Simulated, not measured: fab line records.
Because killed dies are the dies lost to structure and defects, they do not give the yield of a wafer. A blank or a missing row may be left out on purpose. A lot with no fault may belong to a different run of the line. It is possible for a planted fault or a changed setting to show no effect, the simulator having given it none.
A struck lot beside a sound one | flow ritCmos | 44 out of 202 route steps
Sound: the wafers L991.3, L991.4, L991.6. The struck wafers were L102.2, L102.5, L102.6. At the end, the cause is stated.
Each step with rows lists, per side, the tool, then ch with its chambers, then its first start. Under that, the readings that differ: sound wafers | struck wafers | difference of the means | sigmas: that difference in standard deviations of wafers without a fault.
alike: readings with means less than 2 such deviations apart, plus words and numbers identical on both sides. not compared: withheld readings, readings lacking a value on some wafer, bounds such as >300 that could conceal the same value, and numbers that have no deviation in the record and whose values overlap.
Wherever a step has rows on one side only, a row that says differs or no value, or a row with sigmas, the two part there. When numbers do not overlap yet have no deviation, they are printed without sigmas and do not part them. A reading that every wafer of one side lacks parts them only if that side has two wafers or more.

first, 3 steps without rows for these wafers: RIT_GATE_EXPOSE_13 (exposes mask M6, target cd 150 nm); RIT_GATE_PEB_14; RIT_GATE_DEVELOP_15 (develop time 50 s).
RIT_GATE_CD_MEAS_16: the cd target is 150 nm.
  sound: cdSem-01 at day 3 03:51; struck: cdSem-01 at day 5 06:47
reading   | sound       | struck      | difference | sigmas
cdNm (nm) | 155 154 155 | 146 150 147 | -7         | -2
RIT_GATE_OVL_MEAS_17:
  sound: overlay-01 at day 3 03:56; struck: overlay-02 at day 5 06:53
  alike: GATE_OVL
then, 1 step without rows for these wafers: RIT_GATE_HARDBAKE_18 (time 60 s).
RIT_GATE_ETCH_19: etches poly-Si in SF6/CHF3/O2, stops on SiO2, time 165 s, target depth 312.5 nm.
  sound on rieSi-02 ch 2,3, day 3 04:07; struck on rieSi-01 ch 0,2, day 5 07:04
  alike: drypumpMotorCurrentA, oesProductAu, rfFwdPowerW, throttleValvePct
  not compared: rfHoursCounterH
RIT_GATE_STRIP_20: strips in O2, time 180 s.
  sound on plasmaAsher-01 ch 0,1, day 3 04:17; struck on plasmaAsher-01 ch 0,1, day 5 07:10
  alike: drypumpMotorCurrentA
  not compared: rfHoursCounterH
RIT_GATE_CD_MEAS_90: the cd target is 150 nm.
  sound: cdSem-01 at day 3 04:26; struck: cdSem-02 at day 5 07:22
reading   | sound       | struck      | difference | sigmas
cdNm (nm) | 155 154 155 | 147 149 148 | -7         | -2
then, 3 steps without rows for these wafers: RIT_REOX_CLEAN_00 (cleans in SC1, time 600 s); RIT_REOX_CLEAN_01 (cleans in dHF, time 30 s); RIT_REOX_CLEAN_02 (cleans in SC2, time 600 s).
RIT_REOX_OXIDATION_03: target thk 25.2 nm, ox time 5580 s.
  sound on furnace-04 ch 0, day 3 06:28; struck on furnace-04 ch 0, day 5 08:27
reading                                    | sound             | struck            | difference | sigmas
model.SiO2_of_REOX_OXIDATION_03.thkNm (nm) | 24.99 24.73 24.81 | 33.34 33.28 33.09 | +8.39      | 
model.poly-Si_of_GATE_CVD_08.thkNm (nm)    | 232 233.9 231.2   | 228 227.7 227.6   | -5         | 
RIT_REOX_THK_MEAS_04:
  sound: filmMetro-03 at day 3 09:02; struck: filmMetro-02 at day 5 11:01
reading             | sound          | struck         | difference | sigmas
REOX_OXIDE_THK (nm) | 25.0 24.8 24.8 | 33.4 33.3 33.1 | +8.4       | +16
then, 6 steps without rows for these wafers: RIT_NLDD_HMDS_00 (prime time 60 s); RIT_NLDD_COAT_01 (resist thk 1000 nm); RIT_NLDD_SOFTBAKE_02 (time 60 s); RIT_NLDD_EXPOSE_03 (exposes mask M7, target cd 40700 nm); RIT_NLDD_PEB_04; RIT_NLDD_DEVELOP_05 (develop time 50 s).
RIT_NLDD_OVL_MEAS_06:
  sound: overlay-02 at day 3 10:04; struck: overlay-02 at day 5 11:55
reading       | sound       | struck         | difference | sigmas
NLDD_OVL (nm) | 0.7 3.6 2.0 | -0.9 -1.8 -2.1 | -3.7       | -2
then, 2 steps without rows for these wafers: RIT_NLDD_HARDBAKE_07 (time 60 s); RIT_NLDD_IMPLANT_08.
RIT_NLDD_STRIP_09: strips in O2, time 180 s.
  sound on plasmaAsher-01 ch 0,1, day 3 10:26; struck on plasmaAsher-01 ch 0,1, day 5 12:15
  alike: drypumpMotorCurrentA
  not compared: rfHoursCounterH
RIT_NLDD_TW_MEAS_10:
  sound: filmMetro-04 at day 3 10:35; struck: filmMetro-04 at day 5 12:26
  alike: NLDD_TW
then, 6 steps without rows for these wafers: RIT_PLDD_HMDS_00 (prime time 60 s); RIT_PLDD_COAT_01 (resist thk 1000 nm); RIT_PLDD_SOFTBAKE_02 (time 60 s); RIT_PLDD_EXPOSE_03 (exposes mask M8, target cd 40900 nm); RIT_PLDD_PEB_04; RIT_PLDD_DEVELOP_05 (develop time 50 s).
RIT_PLDD_OVL_MEAS_06:
  sound: overlay-01 at day 3 11:36; struck: overlay-01 at day 5 13:20
  alike: PLDD_OVL
then, 2 steps without rows for these wafers: RIT_PLDD_HARDBAKE_07 (time 60 s); RIT_PLDD_IMPLANT_08.
RIT_PLDD_STRIP_09: strips in O2, time 180 s.
  sound on plasmaAsher-02 ch 0,1, day 3 11:59; struck on plasmaAsher-02 ch 0,1, day 5 13:40
  alike: drypumpMotorCurrentA
  not compared: rfHoursCounterH
RIT_PLDD_TW_MEAS_10:
  sound: filmMetro-04 at day 3 12:07; struck: filmMetro-01 at day 5 13:51
  alike: PLDD_TW
RIT_SPACER_CLEAN_00: cleans in SC1, time 600 s.
  sound on wetBench-01 ch 1, day 3 12:10; struck on wetBench-02 ch 2, day 5 13:54
reading                                    | sound            | struck            | difference | sigmas
model.SiO2_of_REOX_OXIDATION_03.thkNm (nm) | 23.1 22.85 22.93 | 30.79 30.73 30.56 | +7.73      | 
then, 3 steps without rows for these wafers: RIT_SPACER_CLEAN_01 (cleans in dHF, time 30 s); RIT_SPACER_CLEAN_02 (cleans in SC2, time 600 s); RIT_SPACER_CVD_03 (deposits Si3N4 from SiH2Cl2/NH3, target thk 250 nm, time 3300 s).
RIT_SPACER_THK_MEAS_04:
  sound: filmMetro-04 at day 3 16:46; struck: filmMetro-03 at day 5 16:12
  alike: SPACER_NITRIDE_THK
RIT_SPACER_ETCHBACK_05: etches Si3N4 in SF6/CHF3, stops on SiO2, target depth 250 nm, time 240 s.
  sound on rieDiel-03 ch 0,2, day 3 16:48; struck on rieDiel-04 ch 1,2,3, day 5 16:15
  alike: drypumpMotorCurrentA, oesProductAu, rfFwdPowerW, throttleValvePct
  not compared: rfHoursCounterH
RIT_SDANNEAL_CLEAN_02: cleans in SC2, time 600 s.
  sound on wetBench-04 ch 2, day 3 20:22; struck on wetBench-03 ch 3, day 5 19:41
reading                                 | sound           | struck            | difference | sigmas
model.poly-Si_of_GATE_CVD_08.thkNm (nm) | 161 162.5 160.7 | 157.7 156.9 157.7 | -4.0       | 
RIT_M1_PROBE_99:
  sound: prober-02 at day 4 04:07; struck: prober-02 at day 6 03:19
reading                         | sound             | struck            | difference | sigmas
model.etest.pmosTurned.rOnOhmUm | 3334 3280 3266    | 8987 9143 8323    | +5524      | 
model.etest.pmos_0p3.rOnOhmUm   | 6187 6080 6018    | 7724 7942 7733    | +1705      | 
model.etest.pmos_0p15.rOnOhmUm  | 2733 2699 2684    | 4192 4367 4144    | +1529      | 
model.etest.pldd.rsOhmSq        | 439.6 426.3 431.5 | 1482 1476 1435    | +1032      | 
model.etest.nmos_0p15.rOnOhmUm  | 1174 1170 1154    | 1529 1574 1514    | +373       | 
model.etest.nmos_0p3.rOnOhmUm   | 2200 2177 2159    | 2562 2587 2534    | +382       | 
model.etest.nldd.rsOhmSq        | 366.8 368.3 365.8 | 625.2 622.8 613.1 | +253.4     | 
model.etest.pldd.lineOhmUm      | 137.4 134.1 134.6 | 460.6 462.2 451.9 | +322.9     | 
  alike: killed_at_M0_to_M3, killedAtContacts, killedAtFrontEnd, killedDies, killedOpen, killedShort

WHERE THEY PART
Last at RIT_NLDD_OVL_MEAS_06 as far as this record goes, first at RIT_GATE_CD_MEAS_16. Later steps at which nothing parts them and some readings are alike: RIT_NLDD_STRIP_09, RIT_NLDD_TW_MEAS_10, RIT_PLDD_OVL_MEAS_06, RIT_PLDD_STRIP_09, RIT_PLDD_TW_MEAS_10, RIT_SPACER_THK_MEAS_04, RIT_SPACER_ETCHBACK_05, RIT_M1_PROBE_99.

WHY: the cause the simulator had injected
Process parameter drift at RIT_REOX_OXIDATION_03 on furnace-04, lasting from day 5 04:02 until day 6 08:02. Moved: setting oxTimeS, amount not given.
